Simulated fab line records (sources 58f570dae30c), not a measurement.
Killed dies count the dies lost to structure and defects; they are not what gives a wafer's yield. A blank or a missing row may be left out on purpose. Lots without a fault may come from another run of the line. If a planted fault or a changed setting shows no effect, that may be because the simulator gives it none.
fab line records | flow berkeley-cmos170 | part 1 of 2: steps 1 to 35 of 47
record lots=5 wafers=15 last-day=12
route steps=331 shown ZERO@6 NWELL@14 PWELL@34
lots untouched by any fault: they come from a run of this same line in which no faults occurred
start-h: hours from the record's first day to the start of the lot's first wafer shown | wait-h: how many hours have passed since the lot's step before this one | " same as the row above | L1.1+2: several wafers, shown together as one row | - either no value or no given start | * or withheld: withheld | < > ~ a bound
route shown NAME@n: names a module that has steps shown in the file, with the first one's number in the route | usual: the fault-free wafers' mean and standard deviation | same: alike in all rows | chamber/n: place in a boat | sites: each site's reading | _std_site: standard deviation of those values | _edge_site: outer sites' mean less inner sites' | radius-mm: how far each site lies from the wafer's centre | mask NAME#n: copy n | behind: the last tool/chamber to shape the wafer | hold: why the lot went on hold/how many hours it stayed there/how the hold came to an end | device: names the non-switching transistor (n, p or np) | end of line: the same wafers' tests at the end of the route | a step given without rows: its recipe and nothing more | killed: count of dies lost to structure and defects at first sort (not the wafer's yield) | map: shows each die of a wafer: x if killed, . if not, _ if none is there
set.NAME: the run value of the setting; set.NAME@STEP: its run value at that earlier step | model.NAME: the simulator's own value behind a step, which no gauge read
a table for each step, a row for each wafer; lots at some steps of the route
services: a tool's chamber out of use, with start hour (start-h, from the record's first day; less than 0 if before it), hours out, and reason
## steps
# step UCB170_ZERO_HMDS_00
# recipe prime-time-s=60 prime-temp-c=100
# same prime-time-s=60
# columns lot.wafer tool chamber start-h wait-h
L081.3+5+6 litho-track-04 0 56.48 0.1
L082.1+2+3 litho-track-02 0 60.61 0.0
L084.1+4+6 litho-track-04 0 70.57 0.3
L086.1+2+4 litho-track-02 0 80.22 0.0
L093.1+4+5 litho-track-04 0 117.06 0.0
# step UCB170_ZERO_COAT_01
# recipe resist=KrF spin-rpm=1500 resist-thk-nm=900
# columns lot.wafer tool chamber start-h wait-h
L081.3+5+6 litho-track-04 0 56.63 0.1
L082.1+2+3 litho-track-02 0 60.76 0.1
L084.1+4+6 litho-track-04 0 70.72 0.1
L086.1+2+4 litho-track-02 0 80.37 0.1
L093.1+4+5 litho-track-04 0 117.21 0.1
# step UCB170_ZERO_SOFTBAKE_02
# recipe resist=KrF temp-c=130 time-s=60
# columns lot.wafer tool chamber start-h wait-h
L081.3+5+6 litho-track-04 0 56.78 0.1
L082.1+2+3 litho-track-02 0 60.91 0.1
L084.1+4+6 litho-track-04 0 70.87 0.1
L086.1+2+4 litho-track-02 0 80.52 0.1
L093.1+4+5 litho-track-04 0 117.36 0.1
# step UCB170_ZERO_EXPOSE_03
# recipe mask-id=PM_MARKS na=0.5 sigma-outer=0.6 source-shape=conventional target-cd-nm=4000 dose-mj=30
# columns lot.wafer tool chamber start-h wait-h mask
L081.3+5+6 krf-scanner-02 0 56.92 0.1 PM_MARKS#0
L082.1+2+3 krf-scanner-01 0 61.19 0.2 PM_MARKS#0
L084.1+4+6 krf-scanner-01 0 - - PM_MARKS#0
L086.1+2+4 krf-scanner-02 0 80.67 0.1 PM_MARKS#0
L093.1+4+5 krf-scanner-01 0 117.64 0.2 PM_MARKS#0
# step UCB170_ZERO_PEB_04
# recipe peb-temp-c=130 peb-time-s=withheld resist=KrF
# columns lot.wafer tool chamber start-h wait-h
L081.3+5+6 litho-track-02 0 57.11 0.2
L082.1+2+3 litho-track-02 0 61.30 0.1
L084.1+4+6 litho-track-03 0 - -
L086.1+2+4 litho-track-02 0 80.94 0.3
L093.1+4+5 litho-track-04 0 117.75 0.1
# step UCB170_ZERO_DEVELOP_05
# recipe developer=TMAH develop-time-s=45 resist=KrF dev-temp-c=21
# columns lot.wafer tool chamber start-h wait-h
L081.3+5+6 litho-track-02 0 - -
L082.1+2+3 litho-track-02 0 - -
L084.1+4+6 litho-track-03 0 - -
L086.1+2+4 litho-track-02 0 - -
L093.1+4+5 litho-track-04 0 - -
# step UCB170_ZERO_ETCH_06
# recipe chemistry=CHF3/CF4/Ar target=SiO2 time-s=12 pressure-mtorr=100 rf-w=500 CHF3_flow_sccm=50 cf4-flow-sccm=10 Ar_flow_sccm=120 over-etch-frac=1.58
# usual drypump-motor-current-A=5.7/0.47 oes-product-au=0.623/0.0074 rf-fwd-power-W=490/3.2 throttle-valve-pct=9.31/0.13
# columns lot.wafer tool chamber start-h wait-h drypump-motor-current-A oes-product-au rf-fwd-power-W rf-hours-counter-h throttle-valve-pct
L081.3 rie-diel-03 2 57.34 - 5.3 0.620 485 98 9.37
L081.5 " 2 " " 5.3 0.624 485 - 9.37
L081.6 " 1 " " 5.1 0.622 489 - 9.37
L082.1 rie-diel-03 2 61.58 - 5.3 0.625 488 98 9.37
L082.2 " 1 " " 5.1 0.627 491 169 9.38
L082.3 " 0 " " 6.4 0.618 488 105 9.25
L084.1 rie-diel-01 3 72.47 - 5.4 0.621 485 7 9.24
L084.4 " 2 " " 5.5 0.636 494 105 9.04
L084.6 " 0 " " 6.1 0.620 490 - 9.30
L086.1 rie-diel-01 0 81.22 - 6.1 0.627 488 11 9.29
L086.2 " 2 " " 5.5 0.635 495 106 9.05
L086.4 " 1 " " 5.8 0.632 490 17 9.32
L093.1 rie-diel-01 0 118.03 - 6.1 0.619 489 13 9.30
L093.4 " 1 " " 5.8 0.626 485 19 9.31
L093.5 " 3 " " 5.3 0.627 489 - 9.23
# step UCB170_ZERO_STRIP_07
# recipe chemistry=O2 power-w=400 pressure-mtorr=3500 platen-temp-c=withheld o2-flow-sccm=400 overash-fraction=0.5
# usual drypump-motor-current-A=5.9/0.37 oes-product-au=0.727/0.0047 strip-time-to-endpoint-s=21.47/0.077
# columns lot.wafer tool chamber start-h wait-h drypump-motor-current-A oes-product-au rf-hours-counter-h strip-time-to-endpoint-s
L081.3 plasma-asher-03 1 57.39 0.0 5.5 0.725 - 21.44
L081.5 " 1 " " 5.5 0.721 - 21.51
L081.6 " 0 " " 5.8 0.729 - 21.50
L082.1 plasma-asher-02 0 61.60 0.0 6.4 0.729 34 21.57
L082.2 " 1 " " 6.1 0.724 34 21.59
L082.3 " 1 " " 6.1 0.726 - 21.57
L084.1 plasma-asher-02 0 72.49 0.0 6.4 0.727 35 21.49
L084.4 " 0 " " 6.4 0.733 - 21.51
L084.6 " 1 " " 6.1 0.727 - 21.53
L086.1 plasma-asher-02 0 81.24 0.0 6.4 0.719 36 21.42
L086.2 " 1 " " 6.1 0.736 36 21.40
L086.4 " 1 " " 6.1 0.732 - 21.44
L093.1 plasma-asher-03 0 118.05 0.0 5.9 0.727 0 21.47
L093.4 " 1 " " 5.5 0.730 - 21.52
L093.5 " 0 " " 5.9 0.723 - 21.49
# step UCB170_NWELL_WET_ETCH_00
# recipe chemistry=dHF dilution=25:1 target=SiO2 temp-c=25 time-s=200
# columns lot.wafer tool chamber start-h wait-h
L081.3+5+6 wet-bench-01 3 57.51 0.1
L082.1+2+3 wet-bench-04 1 61.70 0.1
L084.1+4+6 wet-bench-01 0 72.59 0.1
L086.1+2+4 wet-bench-01 3 81.34 0.1
L093.1+4+5 wet-bench-04 1 120.04 2.0
# step UCB170_NWELL_OXIDATION_01
# recipe temp-c=1000 ambient=O2 target-thk-a=264 ox-time-s=1260
# columns lot.wafer tool chamber start-h wait-h
L081.3+5+6 furnace-01 0 61.03 3.4
L082.1+2+3 furnace-02 0 66.10 4.3
L084.1+4+6 furnace-04 0 77.13 4.5
L086.1+2+4 furnace-04 0 87.58 6.2
L093.1+4+5 furnace-04 0 122.16 2.0
# step UCB170_NWELL_THK_MEAS_02
# recipe reads=SiO2_of_NWELL_OXIDATION_01
# usual NWELL_OXIDE_THK=26.6/0.45
# columns lot.wafer tool chamber start-h wait-h NWELL_OXIDE_THK[nm]
L081.3 film-metro-02 - 62.40 0.0 26.6
L081.5 " - " " 26.7
L081.6 " - " " 26.3
L082.1 film-metro-01 - 67.45 0.0 26.4
L082.2 " - " " 26.7
L082.3 " - " " 26.5
L084.1 film-metro-02 - 78.48 0.0 26.7
L084.4 " - " " 26.6
L084.6 " - " " 27.0
L086.1 film-metro-01 - 88.93 0.0 26.5
L086.2 " - " " 26.2
L086.4 " - " " 26.2
L093.1 film-metro-01 - 123.51 0.0 25.5
L093.4 " - " " 25.8
L093.5 " - " " 25.7
# step UCB170_NWELL_ANNEAL_03
# recipe temp-c=1000 time-s=900 ambient=N2
# columns lot.wafer tool chamber start-h wait-h
L081.3+5+6 furnace-04 0 66.36 3.9
L082.1+2+3 furnace-04 0 70.29 2.8
L084.1+4+6 furnace-01 0 81.72 3.2
L086.1+2+4 furnace-04 0 93.03 4.1
L093.1+4+5 furnace-04 0 126.19 2.7
# step UCB170_NWELL_CVD_04
# recipe material=Si3N4 target-thk-nm=224 temp-c=800 precursor=SiH2Cl2/NH3 time-s=3360 pressure-mtorr=200 sih2cl2-flow-sccm=25 nh3-flow-sccm=75
# columns lot.wafer tool chamber start-h wait-h
L081.3+5+6 lpcvd-02 1 67.61 0.0
L082.1+2+3 lpcvd-01 0 71.54 0.0
L084.1+4+6 lpcvd-01 0 82.97 0.0
L086.1+2+4 lpcvd-02 1 94.28 0.0
L093.1+4+5 lpcvd-02 1 128.26 0.8
# step UCB170_NWELL_THK_MEAS_05
# recipe reads=Si3N4_of_NWELL_CVD_04
# usual NWELL_NITRIDE_THK=223.2/2.6
# columns lot.wafer tool chamber start-h wait-h NWELL_NITRIDE_THK[nm]
L081.3 film-metro-03 - 69.56 0.0 222.7
L081.5 " - " " 221.8
L081.6 " - " " 221.8
L082.1 film-metro-01 - 73.49 0.0 225.6
L082.2 " - " " 224.3
L082.3 " - " " 224.6
L084.1 film-metro-03 - 84.90 0.0 220.1
L084.4 " - " " 219.6
L084.6 " - " " 221.3
L086.1 film-metro-01 - 96.21 0.0 217.9
L086.2 " - " " 219.2
L086.4 " - " " 217.1
L093.1 film-metro-01 - 130.19 0.0 221.3
L093.4 " - " " 220.8
L093.5 " - " " 221.2
# step UCB170_NWELL_HMDS_06
# recipe prime-time-s=60 prime-temp-c=100
# same prime-time-s=60
# columns lot.wafer tool chamber start-h wait-h
L081.3+5+6 litho-track-04 0 69.65 0.1
L082.1+2+3 litho-track-04 0 73.92 0.4
L084.1+4+6 litho-track-02 0 84.96 0.1
L086.1+2+4 litho-track-01 0 96.44 0.2
L093.1+4+5 litho-track-02 0 130.56 0.4
# step UCB170_NWELL_COAT_07
# recipe resist=KrF spin-rpm=1500 resist-thk-nm=900
# columns lot.wafer tool chamber start-h wait-h
L081.3+5+6 litho-track-04 0 69.80 0.1
L082.1+2+3 litho-track-04 0 74.07 0.1
L084.1+4+6 litho-track-02 0 85.11 0.1
L086.1+2+4 litho-track-01 0 96.59 0.1
L093.1+4+5 litho-track-02 0 130.71 0.1
# step UCB170_NWELL_SOFTBAKE_08
# recipe resist=KrF temp-c=130 time-s=60
# columns lot.wafer tool chamber start-h wait-h
L081.3+5+6 litho-track-04 0 69.95 0.1
L082.1+2+3 litho-track-04 0 74.22 0.1
L084.1+4+6 litho-track-02 0 85.26 0.1
L086.1+2+4 litho-track-01 0 96.74 0.1
L093.1+4+5 litho-track-02 0 130.86 0.1
# step UCB170_NWELL_EXPOSE_09
# recipe mask-id=NWELL target-cd-nm=3000 na=0.5 sigma-outer=0.6 source-shape=conventional dose-mj=25
# columns lot.wafer tool chamber start-h wait-h mask
L081.3+5+6 krf-scanner-01 0 70.22 0.2 NWELL#0
L082.1+2+3 krf-scanner-01 0 74.50 0.2 NWELL#0
L084.1+4+6 krf-scanner-02 0 85.41 0.1 NWELL#0
L086.1+2+4 krf-scanner-01 0 97.01 0.2 NWELL#0
L093.1+4+5 krf-scanner-01 0 131.26 0.4 NWELL#0
# step UCB170_NWELL_PEB_10
# recipe peb-temp-c=130 peb-time-s=withheld resist=KrF
# columns lot.wafer tool chamber start-h wait-h
L081.3+5+6 litho-track-01 0 70.35 0.1
L082.1+2+3 litho-track-02 0 75.52 1.0
L084.1+4+6 litho-track-04 0 85.53 0.1
L086.1+2+4 litho-track-02 0 97.30 0.3
L093.1+4+5 litho-track-01 0 131.72 0.4
# step UCB170_NWELL_DEVELOP_11
# recipe developer=TMAH develop-time-s=45 resist=KrF dev-temp-c=21
# columns lot.wafer tool chamber start-h wait-h
L081.3+5+6 litho-track-01 0 - -
L082.1+2+3 litho-track-02 0 - -
L084.1+4+6 litho-track-04 0 - -
L086.1+2+4 litho-track-02 0 - -
L093.1+4+5 litho-track-01 0 - -
# step UCB170_NWELL_OVL_MEAS_12
# usual NWELL_OVL=3/5.1
# columns lot.wafer tool chamber start-h wait-h NWELL_OVL[nm]
L081.3 overlay-01 - 70.58 - 6
L081.5 " - " " 8
L081.6 " - " " 3
L082.1 overlay-02 - 75.80 - -6
L082.2 " - " " 2
L082.3 " - " " -10
L084.1 overlay-02 - 85.80 - 8
L084.4 " - " " 9
L084.6 " - " " 9
L086.1 overlay-02 - 97.58 - -5
L086.2 " - " " -5
L086.4 " - " " 3
L093.1 overlay-01 - 132.00 - 7
L093.4 " - " " 0
L093.5 " - " " -2
# step UCB170_NWELL_ETCH_13
# recipe chemistry=CH3F/Ar/O2 target=Si3N4 stop-on=SiO2 CH3F_flow_sccm=20 Ar_flow_sccm=50 O2_flow_sccm=7 pressure-mtorr=50 rf-w=450 target-depth-a=2464 over-etch-frac=0.1 time-s=154
# usual O2_flow_sccm=6.998/0.019 drypump-motor-current-A=5.7/0.48 oes-product-au=0.941/0.017 rf-fwd-power-W=448.0/1.5 throttle-valve-pct=8.09/0.1
# columns lot.wafer tool chamber start-h wait-h O2_flow_sccm drypump-motor-current-A oes-product-au rf-fwd-power-W rf-hours-counter-h throttle-valve-pct
L081.3 rie-diel-02 1 70.61 0.0 7.017 5.3 0.930 446.7 57 8.12
L081.5 " 0 " " 6.994 5.4 0.902 448.2 - 8.17
L081.6 " 3 " " 6.963 5.2 0.931 448.6 - 7.97
L082.1 rie-diel-02 2 75.83 0.0 6.985 6.3 0.942 448.1 5 8.20
L082.2 " 0 " " 7.014 5.4 0.913 448.9 46 8.17
L082.3 " 3 " " 6.991 5.2 0.937 448.2 137 7.96
L084.1 rie-diel-01 0 85.84 0.0 6.990 6.1 0.938 446.8 12 8.13
L084.4 " 3 " " 6.981 5.4 0.946 446.7 7 8.03
L084.6 " 1 " " 7.012 5.8 0.947 448.4 - 8.12
L086.1 rie-diel-01 0 97.61 0.0 6.992 6.1 0.923 448.4 12 8.13
L086.2 " 3 " " 7.004 5.3 0.943 446.8 8 8.04
L086.4 " 2 " " 7.022 5.5 0.949 446.1 107 7.86
L093.1 rie-diel-04 2 132.03 0.0 6.960 6.4 0.920 452.0 15 8.00
L093.4 " 0 " " 6.978 6.2 0.930 447.3 96 8.11
L093.5 " 0 " " 6.987 6.2 0.937 447.1 - 8.10
# step UCB170_NWELL_IMPLANT_14
# recipe species=P dose-cm2=1e+13 energy-kev=150 tilt-deg=7
# columns lot.wafer tool chamber start-h wait-h
L081.3+5+6 implanter-01 0 70.76 0.1
L082.1+2+3 implanter-01 0 75.93 0.1
L084.1+4+6 implanter-01 0 85.94 0.1
L086.1+2+4 implanter-03 0 97.72 0.1
L093.1+4+5 implanter-01 0 132.13 0.1
# step UCB170_NWELL_STRIP_15
# recipe chemistry=O2 power-w=400 pressure-mtorr=3500 platen-temp-c=withheld o2-flow-sccm=400 overash-fraction=0.5
# usual drypump-motor-current-A=6.1/0.38 oes-product-au=0.721/0.0045 strip-time-to-endpoint-s=18.01/0.095
# columns lot.wafer tool chamber start-h wait-h drypump-motor-current-A oes-product-au rf-hours-counter-h strip-time-to-endpoint-s
L081.3 plasma-asher-04 1 70.89 0.1 5.5 0.724 - 18.07
L081.5 " 1 " " 5.5 0.718 - 17.94
L081.6 " 0 " " 6.4 0.728 - 17.99
L082.1 plasma-asher-01 1 76.08 0.1 5.5 0.728 26 18.09
L082.2 " 0 " " 6.2 0.713 26 18.06
L082.3 " 0 " " 6.2 0.726 - 18.07
L084.1 plasma-asher-02 0 86.09 0.1 6.4 0.713 36 18.16
L084.4 " 0 " " 6.4 0.728 - 18.08
L084.6 " 0 " " 6.4 0.716 - 18.03
L086.1 plasma-asher-02 1 97.87 0.1 6.1 0.721 38 17.92
L086.2 " 0 " " 6.4 0.716 38 17.84
L086.4 " 1 " " 6.1 0.719 - 17.82
L093.1 plasma-asher-02 0 132.28 0.1 6.4 0.727 42 18.07
L093.4 " 0 " " 6.4 0.719 - 18.12
L093.5 " 1 " " 6.1 0.723 - 18.21
# step UCB170_NWELL_TW_MEAS_16
# usual NWELL_TW=1244/13
# columns lot.wafer tool chamber start-h wait-h NWELL_TW
L081.3 film-metro-02 - 70.98 0.1 1261
L081.5 " - " " 1259
L081.6 " - " " 1254
L082.1 film-metro-03 - 76.18 0.1 1243
L082.2 " - " " 1246
L082.3 " - " " 1245
L084.1 film-metro-02 - 86.19 0.1 1252
L084.4 " - " " 1250
L084.6 " - " " 1250
L086.1 film-metro-03 - 97.97 0.1 1250
L086.2 " - " " 1247
L086.4 " - " " 1251
L093.1 film-metro-03 - 132.38 0.1 1246
L093.4 " - " " 1243
L093.5 " - " " 1248
# step UCB170_NWELL_CLEAN_17
# recipe chemistry=SPM temp-c=120 time-s=600
# columns lot.wafer tool chamber start-h wait-h
L081.3+5+6 wet-bench-04 2 71.04 0.1
L082.1+2+3 wet-bench-04 1 76.24 0.1
L084.1+4+6 wet-bench-04 3 86.25 0.1
L086.1+2+4 wet-bench-02 2 98.03 0.1
L093.1+4+5 wet-bench-04 1 132.44 0.1
# step UCB170_NWELL_WET_ETCH_18
# recipe chemistry=H3PO4 target=Si3N4 temp-c=160 time-s=14400
# columns lot.wafer tool chamber start-h wait-h
L081.3+5+6 wet-bench-04 2 71.23 0.0
L082.1+2+3 wet-bench-04 0 76.44 0.0
L084.1+4+6 wet-bench-04 3 86.42 0.0
L086.1+2+4 wet-bench-01 1 98.20 0.0
L093.1+4+5 wet-bench-04 0 132.62 0.0
# step UCB170_NWELL_WET_ETCH_19
# recipe chemistry=BOE dilution=5:1 target=SiO2 temp-c=25 time-s=22
# columns lot.wafer tool chamber start-h wait-h
L081.3+5+6 wet-bench-04 3 75.60 0.0
L082.1+2+3 wet-bench-02 0 80.81 0.0
L084.1+4+6 wet-bench-04 1 90.43 0.0
L086.1+2+4 wet-bench-01 3 102.21 0.0
L093.1+4+5 wet-bench-01 3 137.03 0.4
# step UCB170_PWELL_CLEAN_00
# recipe chemistry=SPM temp-c=120 time-s=600
# columns lot.wafer tool chamber start-h wait-h
L081.3+5+6 wet-bench-04 3 75.62 0.0
L082.1+2+3 wet-bench-01 0 80.82 0.0
L084.1+4+6 wet-bench-02 2 90.45 0.0
L086.1+2+4 wet-bench-01 3 102.22 0.0
L093.1+4+5 wet-bench-01 0 137.39 0.3
# step UCB170_PWELL_CLEAN_01
# recipe chemistry=dHF dilution=25:1 time-s=60
# columns lot.wafer tool chamber start-h wait-h
L081.3+5+6 wet-bench-04 1 75.81 0.0
L082.1+2+3 wet-bench-04 0 81.00 0.0
L084.1+4+6 wet-bench-04 0 90.64 0.0
L086.1+2+4 wet-bench-01 1 102.40 0.0
L093.1+4+5 wet-bench-01 1 137.59 0.0
# step UCB170_PWELL_OXIDATION_02
# recipe temp-c=1000 ambient=O2 target-thk-a=264 ox-time-s=1260
# columns lot.wafer tool chamber start-h wait-h
L081.3+5+6 furnace-04 0 79.98 4.1
L082.1+2+3 furnace-01 0 82.97 1.9
L084.1+4+6 furnace-01 0 95.48 4.8
L086.1+2+4 furnace-01 0 106.53 4.1
L093.1+4+5 furnace-04 0 139.88 2.3
# step UCB170_PWELL_THK_MEAS_03
# recipe reads=SiO2_of_PWELL_OXIDATION_02
# usual PWELL_OXIDE_THK=26.5/0.46
# columns lot.wafer tool chamber start-h wait-h PWELL_OXIDE_THK[nm]
L081.3 film-metro-01 - 81.35 0.0 26.3
L081.5 " - " " 26.4
L081.6 " - " " 26.1
L082.1 film-metro-02 - 84.32 0.0 26.8
L082.2 " - " " 27.0
L082.3 " - " " 26.5
L084.1 film-metro-01 - 96.83 0.0 26.2
L084.4 " - " " 26.4
L084.6 " - " " 26.3
L086.1 film-metro-04 - 107.88 0.0 27.1
L086.2 " - " " 27.2
L086.4 " - " " 27.5
L093.1 film-metro-01 - 141.23 0.0 26.6
L093.4 " - " " 26.3
L093.5 " - " " 26.1
# step UCB170_PWELL_ANNEAL_04
# recipe temp-c=1000 time-s=900 ambient=N2
# columns lot.wafer tool chamber start-h wait-h
L081.3+5+6 furnace-02 0 86.47 5.1
L082.1+2+3 furnace-02 0 86.47 2.1
L084.1+4+6 furnace-02 0 100.24 3.4
L086.1+2+4 furnace-04 0 111.88 4.0
L093.1+4+5 furnace-04 0 146.83 5.6
# step UCB170_PWELL_CVD_05
# recipe material=Si3N4 target-thk-nm=220 temp-c=800 precursor=SiH2Cl2/NH3 time-s=3300 pressure-mtorr=200 sih2cl2-flow-sccm=25 nh3-flow-sccm=75
# columns lot.wafer tool chamber start-h wait-h
L081.3+5+6 lpcvd-01 0 87.72 0.0
L082.1+2+3 lpcvd-01 1 87.72 0.0
L084.1+4+6 lpcvd-01 1 101.49 0.0
L086.1+2+4 lpcvd-02 1 113.81 0.7
L093.1+4+5 lpcvd-02 1 148.08 0.0
# step UCB170_PWELL_THK_MEAS_06
# recipe reads=Si3N4_of_PWELL_CVD_05
# usual PWELL_NITRIDE_THK=219.3/1.9
# columns lot.wafer tool chamber start-h wait-h PWELL_NITRIDE_THK[nm]
L082.1 film-metro-01 - 89.73 0.1 221.3
L082.2 " - " " 220.8
L082.3 " - " " 221.4
L081.3 film-metro-02 - 89.76 0.1 217.7
L081.5 " - " " 216.4
L081.6 " - " " 215.7
L084.1 film-metro-02 - 103.41 0.0 219.2
L084.4 " - " " 219.0
L084.6 " - " " 219.8
L086.1 film-metro-04 - 115.73 0.0 217.4
L086.2 " - " " 216.6
L086.4 " - " " 215.9
L093.1 film-metro-01 - 149.99 0.0 217.8
L093.4 " - " " 218.9
L093.5 " - " " 217.4
